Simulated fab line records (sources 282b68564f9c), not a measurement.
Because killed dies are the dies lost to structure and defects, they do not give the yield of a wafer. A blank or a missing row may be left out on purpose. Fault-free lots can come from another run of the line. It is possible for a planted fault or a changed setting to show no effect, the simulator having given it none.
fab line records	flow rit-cmos
[record] lots = 14	wafers = 42	last-day = 7
route steps=202 shown FOX1@21 FOX2@27 CONTACT@171 M1@199
lots that met no fault: taken from a fault-free run of the same line
start-h: start of the lot's first displayed wafer, in hours after the record's first day	wait-h: hours elapsed since this lot's preceding step	" the same as in the row above	L1.1+2: one row covering several wafers at once	- no value, or no start given	* or withheld: withheld	< > ~ a bound
route shown NAME@n: NAME is a module with steps in the file, n the number in the route of the first one	usual: mean and standard deviation over wafers with no fault	same: alike in all rows	chamber/n: place in a boat	sites: per-site readings	_std_site: standard deviation of those values	_edge_site: inner sites' mean taken away from outer sites' mean	radius-mm: for every site, how far away it sits from the centre of the wafer	mask NAME#n: copy n	behind: the last tool/chamber to shape the wafer	hold: what put the lot on hold/how long, in hours/how the hold closed	device: the n, p or np transistor that did not switch	end of line: tests of these same wafers at the route's end	a step with no rows: only its recipe	killed: count of dies lost to structure and defects at first sort (not the wafer's yield)	map: dies across one wafer; x = killed, . = not, _ = none there
set.NAME: the run value of the setting; set.NAME@STEP: its run value at that earlier step	model.NAME: the simulator's own value behind a step, which no gauge read
route steps across a sampled set of lots; one table per step, one row per wafer
[[steps]]
[step RIT_FOX1_THK_MEAS_01]
[recipe] reads = SiO2_of_FOX1_OXIDATION_00
[usual] FOX1_OXIDE_THK = 350/7.2
lot.wafer	tool	chamber	start-h	wait-h	FOX1_OXIDE_THK[nm]
L335.1	film-metro-01	-	21.18	0.0	338
L335.4	"	-	"	"	346
L335.5	"	-	"	"	343
L336.1	film-metro-03	-	24.57	0.0	334
L336.2	"	-	"	"	339
L336.5	"	-	"	"	342
L337.2	film-metro-03	-	28.28	0.0	342
L337.3	"	-	"	"	342
L337.6	"	-	"	"	341
L338.1	film-metro-01	-	34.78	0.0	356
L338.5	"	-	"	"	362
L338.6	"	-	"	"	364
L339.2	film-metro-01	-	38.46	0.0	345
L339.4	"	-	"	"	348
L339.6	"	-	"	"	347
L340.2	film-metro-03	-	43.38	0.0	354
L340.3	"	-	"	"	345
L340.5	"	-	"	"	353
L343.1	film-metro-02	-	57.96	0.0	347
L343.2	"	-	"	"	346
L343.3	"	-	"	"	341
L344.1	film-metro-02	-	64.39	0.0	346
L344.3	"	-	"	"	336
L344.5	"	-	"	"	347
L345.4	film-metro-02	-	68.27	0.0	360
L345.5	"	-	"	"	356
L345.6	"	-	"	"	351
L346.1	film-metro-02	-	74.48	0.0	344
L346.2	"	-	"	"	343
L346.5	"	-	"	"	339
L349.2	film-metro-02	-	89.68	0.0	347
L349.3	"	-	"	"	354
L349.5	"	-	"	"	352
L350.3	film-metro-03	-	93.62	0.0	352
L350.4	"	-	"	"	357
L350.5	"	-	"	"	349
L351.2	film-metro-03	-	99.01	0.0	354
L351.3	"	-	"	"	347
L351.6	"	-	"	"	351
L355.1	film-metro-01	-	120.41	0.0	357
L355.3	"	-	"	"	355
L355.5	"	-	"	"	354
[step RIT_FOX2_THK_MEAS_90]
[recipe] reads = SiO2_of_FOX2_OXIDATION_00
[usual] FIELD_OXIDE_LEFT_1_THK = 324/7.8
lot.wafer	tool	chamber	start-h	wait-h	FIELD_OXIDE_LEFT_1_THK[nm]
L335.1	film-metro-01	-	24.36	0.0	336
L335.4	"	-	"	"	336
L335.5	"	-	"	"	337
L336.1	film-metro-01	-	27.84	0.0	313
L336.2	"	-	"	"	316
L336.5	"	-	"	"	315
L337.2	film-metro-01	-	30.65	0.0	314
L337.3	"	-	"	"	310
L337.6	"	-	"	"	315
L338.1	film-metro-02	-	37.15	0.0	330
L338.5	"	-	"	"	333
L338.6	"	-	"	"	327
L339.2	film-metro-01	-	41.21	0.0	305
L339.4	"	-	"	"	315
L339.6	"	-	"	"	308
L340.2	film-metro-04	-	45.81	0.0	337
L340.3	"	-	"	"	336
L340.5	"	-	"	"	339
L343.1	film-metro-01	-	60.33	0.0	339
L343.2	"	-	"	"	335
L343.3	"	-	"	"	332
L344.1	film-metro-01	-	67.55	0.0	322
L344.3	"	-	"	"	329
L344.5	"	-	"	"	323
L345.4	film-metro-02	-	70.64	0.0	329
L345.5	"	-	"	"	330
L345.6	"	-	"	"	325
L346.1	film-metro-04	-	79.34	0.0	323
L346.2	"	-	"	"	327
L346.5	"	-	"	"	326
L349.2	film-metro-04	-	92.12	0.0	328
L349.3	"	-	"	"	324
L349.5	"	-	"	"	325
L350.3	film-metro-04	-	96.45	0.0	313
L350.4	"	-	"	"	318
L350.5	"	-	"	"	313
L351.2	film-metro-04	-	101.38	0.0	317
L351.3	"	-	"	"	324
L351.6	"	-	"	"	317
L355.1	film-metro-01	-	124.82	0.0	315
L355.3	"	-	"	"	311
L355.5	"	-	"	"	315
[step RIT_CONTACT_COAT_03]
[recipe] resist = NOVOLAK	spin-rpm = 3250	resist-thk-nm = 1000
lot.wafer	tool	chamber	start-h	wait-h
L335.1+4+5	litho-track-04	0	57.57	0.1
L336.1+2+5	litho-track-01	0	60.27	0.1
L337.2+3+6	litho-track-04	0	63.50	0.1
L338.1+5+6	litho-track-01	0	71.33	0.1
L339.2+4+6	litho-track-01	0	73.58	0.1
L340.2+3+5	litho-track-01	0	80.04	0.1
L343.1+2+3	litho-track-04	0	98.54	0.1
L344.1+3+5	litho-track-01	0	102.75	0.1
L345.4+5+6	litho-track-04	0	106.57	0.1
L346.1+2+5	litho-track-02	0	114.15	0.1
L349.2+3+5	litho-track-01	0	128.18	0.1
L350.3+4+5	litho-track-04	0	131.40	0.1
L351.2+3+6	litho-track-04	0	137.06	0.1
L355.1+3+5	litho-track-02	0	158.33	0.1
[step RIT_CONTACT_CD_MEAS_08]
[recipe] target-cd-nm = 1000
[usual] cd-nm = 1001.2/2.2
lot.wafer	tool	chamber	start-h	wait-h	cd-nm
L335.1	cd-sem-01	-	58.58	-	1003.6
L335.4	"	-	"	"	1002.3
L335.5	"	-	"	"	1004.6
L336.1	cd-sem-01	-	61.31	-	1002.3
L336.2	"	-	"	"	1000.8
L336.5	"	-	"	"	1000.2
L337.2	cd-sem-01	-	64.43	-	1000.8
L337.3	"	-	"	"	999.6
L337.6	"	-	"	"	998.6
L338.1	cd-sem-02	-	72.27	-	1002.5
L338.5	"	-	"	"	1002.1
L338.6	"	-	"	"	1001.1
L339.2	cd-sem-01	-	74.52	-	999.4
L339.4	"	-	"	"	1001.5
L339.6	"	-	"	"	998.5
L340.2	cd-sem-02	-	80.98	-	1002.2
L340.3	"	-	"	"	1001.5
L340.5	"	-	"	"	1003.0
L343.1	cd-sem-02	-	99.38	-	1003.6
L343.2	"	-	"	"	1002.5
L343.3	"	-	"	"	1002.7
L344.1	cd-sem-02	-	103.83	-	1001.6
L344.3	"	-	"	"	1001.8
L344.5	"	-	"	"	1000.8
L345.4	cd-sem-02	-	107.49	-	1001.0
L345.5	"	-	"	"	1001.9
L345.6	"	-	"	"	1002.6
L346.1	cd-sem-02	-	115.09	-	1000.2
L346.2	"	-	"	"	999.0
L346.5	"	-	"	"	999.9
L349.2	cd-sem-02	-	129.12	-	1000.0
L349.3	"	-	"	"	997.8
L349.5	"	-	"	"	997.6
L350.3	cd-sem-02	-	132.33	-	1153.5
L350.4	"	-	"	"	1152.1
L350.5	"	-	"	"	1152.5
L351.2	cd-sem-02	-	137.87	-	1118.4
L351.3	"	-	"	"	1123.4
L351.6	"	-	"	"	1122.9
L355.1	cd-sem-01	-	159.27	-	999.7
L355.3	"	-	"	"	999.4
L355.5	"	-	"	"	1001.8
[step RIT_M1_CD_MEAS_90]
[recipe] target-cd-nm = 2600
[usual] cd-nm = 2599.2/2.8
lot.wafer	tool	chamber	start-h	wait-h	cd-nm
L335.1	cd-sem-01	-	62.16	0.1	2597.6
L335.4	"	-	"	"	2596.0
L335.5	"	-	"	"	2596.2
L336.1	cd-sem-02	-	64.85	0.1	2596.5
L336.2	"	-	"	"	2594.6
L336.5	"	-	"	"	2594.9
L337.2	cd-sem-01	-	67.87	0.1	2603.0
L337.3	"	-	"	"	2601.4
L337.6	"	-	"	"	2601.2
L338.1	cd-sem-01	-	75.72	0.1	2601.6
L338.5	"	-	"	"	2601.1
L338.6	"	-	"	"	2600.2
L339.2	cd-sem-01	-	78.15	0.1	2601.5
L339.4	"	-	"	"	2599.6
L339.6	"	-	"	"	2601.1
L340.2	cd-sem-02	-	84.67	0.1	2603.4
L340.3	"	-	"	"	2600.0
L340.5	"	-	"	"	2599.1
L343.1	cd-sem-01	-	102.93	0.1	2599.5
L343.2	"	-	"	"	2595.6
L343.3	"	-	"	"	2598.3
L344.1	cd-sem-01	-	107.38	0.1	2600.4
L344.3	"	-	"	"	2598.1
L344.5	"	-	"	"	2600.5
L345.4	cd-sem-01	-	111.07	0.1	2599.9
L345.5	"	-	"	"	2596.4
L345.6	"	-	"	"	2597.2
L346.1	cd-sem-02	-	118.52	0.1	2595.3
L346.2	"	-	"	"	2595.5
L346.5	"	-	"	"	2596.0
L349.2	cd-sem-02	-	132.72	0.1	2598.3
L349.3	"	-	"	"	2598.1
L349.5	"	-	"	"	2596.5
L350.3	cd-sem-02	-	135.87	0.1	2603.0
L350.4	"	-	"	"	2605.6
L350.5	"	-	"	"	2602.4
L351.2	cd-sem-02	-	141.43	0.1	2602.1
L351.3	"	-	"	"	2599.6
L351.6	"	-	"	"	2595.9
L355.1	cd-sem-02	-	164.40	0.1	2600.9
L355.3	"	-	"	"	2599.8
L355.5	"	-	"	"	2598.1
[step RIT_M1_PROBE_99]
[usual] killed-at-contacts = 0.1/0.23	killed-at-front-end = 6.7/2.7	killed-dies = 6.7/2.7	killed-on-rim = 1.8/1.2	killed-open = 3.2/1.8	killed-short = 3.5/1.9
[same] gross-dies = 264	killed_at_M0_to_M3 = 0	killed_at_M4_up = 0	killed-at-back-side = 0	killed-at-other = 0
lot.wafer	tool	chamber	start-h	wait-h	killed-at-contacts	killed-at-front-end	killed-dies	killed-on-rim	killed-open	killed-short
L343.1	prober-01	-	104.67	0.1	0	7	7	2	3	4
L343.2	prober-01	-	104.72	0.1	0	7	7	1	1	6
L343.3	prober-01	-	104.77	0.2	0	5	5	2	4	1
L345.4	prober-02	-	112.90	0.2	0	8	8	4	5	3
L345.5	prober-02	-	112.95	0.2	0	5	5	2	2	3
L345.6	prober-02	-	113.00	0.2	0	6	6	2	2	4
L349.2	prober-02	-	134.49	0.1	0	10	10	4	6	4
L349.3	prober-02	-	134.54	0.2	0	5	5	0	1	4
L349.5	prober-02	-	134.64	0.2	0	10	10	4	6	4
L350.3	prober-01	-	137.67	0.2	63	7	70	26	4	3
L350.4	prober-01	-	137.72	0.2	57	8	65	34	4	4
L350.5	prober-01	-	137.77	0.2	61	10	71	35	2	8
L351.2	prober-02	-	143.20	0.1	9	4	13	7	1	3
L351.3	prober-02	-	143.25	0.2	8	5	13	8	2	3
L351.6	prober-02	-	143.40	0.2	17	5	22	10	2	3
// killed by level:class
L343.1 FOX1:geometric-particle:short=1 GATE:geometric-particle:short=1 GATE:geometric-particle:open=1 REOX:geometric-particle:open=1 SPACER:geometric-particle:short=1 SILICIDE:geometric-particle:short=1 SILICIDE:geometric-particle:open=1
L343.2 FOX1:geometric-particle:short=2 SILICIDE:geometric-particle:short=2 GATE:geometric-particle:short=1 REOX:geometric-particle:short=1 SILICIDE:geometric-particle:open=1
L343.3 SPACER:geometric-particle:open=2 FOX1:geometric-particle:open=1 GATE:geometric-particle:short=1 SILICIDE:geometric-particle:open=1
L345.4 GATE:geometric-particle:short=2 GATE:geometric-particle:open=2 SILICIDE:geometric-particle:open=2 FOX1:geometric-particle:short=1 SPACER:geometric-particle:open=1
L345.5 GATE:geometric-particle:short=2 SPACER:geometric-particle:open=2 FOX1:geometric-particle:short=1
L345.6 SPACER:geometric-particle:short=2 FOX2:geometric-particle:short=1 GATE:geometric-particle:open=1 SILICIDE:geometric-particle:open=1 SILICIDE:geometric-particle:short=1
L349.2 REOX:geometric-particle:short=3 REOX:geometric-particle:open=2 SILICIDE:geometric-particle:open=2 GATE:geometric-particle:open=1 SPACER:geometric-particle:short=1 SPACER:geometric-particle:open=1
L349.3 GATE:geometric-particle:short=2 FOX1:geometric-particle:short=1 GATE:geometric-particle:open=1 SILICIDE:geometric-particle:short=1
L349.5 GATE:geometric-particle:open=3 GATE:geometric-particle:short=2 REOX:geometric-particle:open=2 SILICIDE:geometric-particle:short=2 SILICIDE:geometric-particle:open=1
L350.3 CONTACT:area-expose=63 GATE:geometric-particle:open=3 GATE:geometric-particle:short=3 SILICIDE:geometric-particle:open=1
L350.4 CONTACT:area-expose=57 GATE:geometric-particle:open=3 GATE:geometric-particle:short=2 FOX2:geometric-particle:open=1 REOX:geometric-particle:short=1 SPACER:geometric-particle:short=1
L350.5 CONTACT:area-expose=61 FOX2:geometric-particle:short=3 FOX1:geometric-particle:short=2 FOX1:geometric-particle:open=2 GATE:geometric-particle:short=2 REOX:geometric-particle:short=1
L351.2 CONTACT:area-expose=9 GATE:geometric-particle:short=2 FOX2:geometric-particle:short=1 GATE:geometric-particle:open=1
L351.3 CONTACT:area-expose=8 FOX1:geometric-particle:short=1 GATE:geometric-particle:short=1 GATE:geometric-particle:open=1 REOX:geometric-particle:short=1 SILICIDE:geometric-particle:open=1
L351.6 CONTACT:area-expose=17 GATE:geometric-particle:open=1 GATE:geometric-particle:short=1 SPACER:geometric-particle:short=1 SILICIDE:geometric-particle:open=1 SILICIDE:geometric-particle:short=1
[[key]]
[first-sign] step = RIT_CONTACT_CD_MEAS_08	reading = cd-nm	direction = up	sigmas = 63	usual = 1001.2	struck = 1137.1	through = control-loop
[effect] step = RIT_M1_PROBE_99	reading = killed-at-contacts	direction = up	sigmas = 36	usual = 0.1	struck = 35.8
[more-kills-born-at] RIT_CONTACT_EXPOSE_05@iline-stepper-02 = 215
met-at RIT_CONTACT_COAT_03
struck-lots L350,L351
tester-left-out L350,L351
[loop-trim] step = RIT_CONTACT_EXPOSE_05	setting = dose	lots = L351
not-acting-at RIT_FOX1_THK_MEAS_01,RIT_FOX2_THK_MEAS_90,RIT_M1_CD_MEAS_90
onset-between 106.57 131.40
[fault] kind = process-parameter-drift	tool = litho-track-04	chamber = -	onset-h = 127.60	steps = RIT_CONTACT_COAT_03	channel = resist-thk-nm	offset = -800	shape = step	end-h = 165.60	acts-in = these-recipes-only	stated = 1000
// tester-left-out: of these lots the tester's yield and bins aren't shown, on N5 and GAA mostly nor the transistor test; their killed dies are dies lost to structure and defects alone, not to doping, threshold or leakage, so they don't give the yield
// loop-trim: a control loop set the setting to another value than it would have without faults
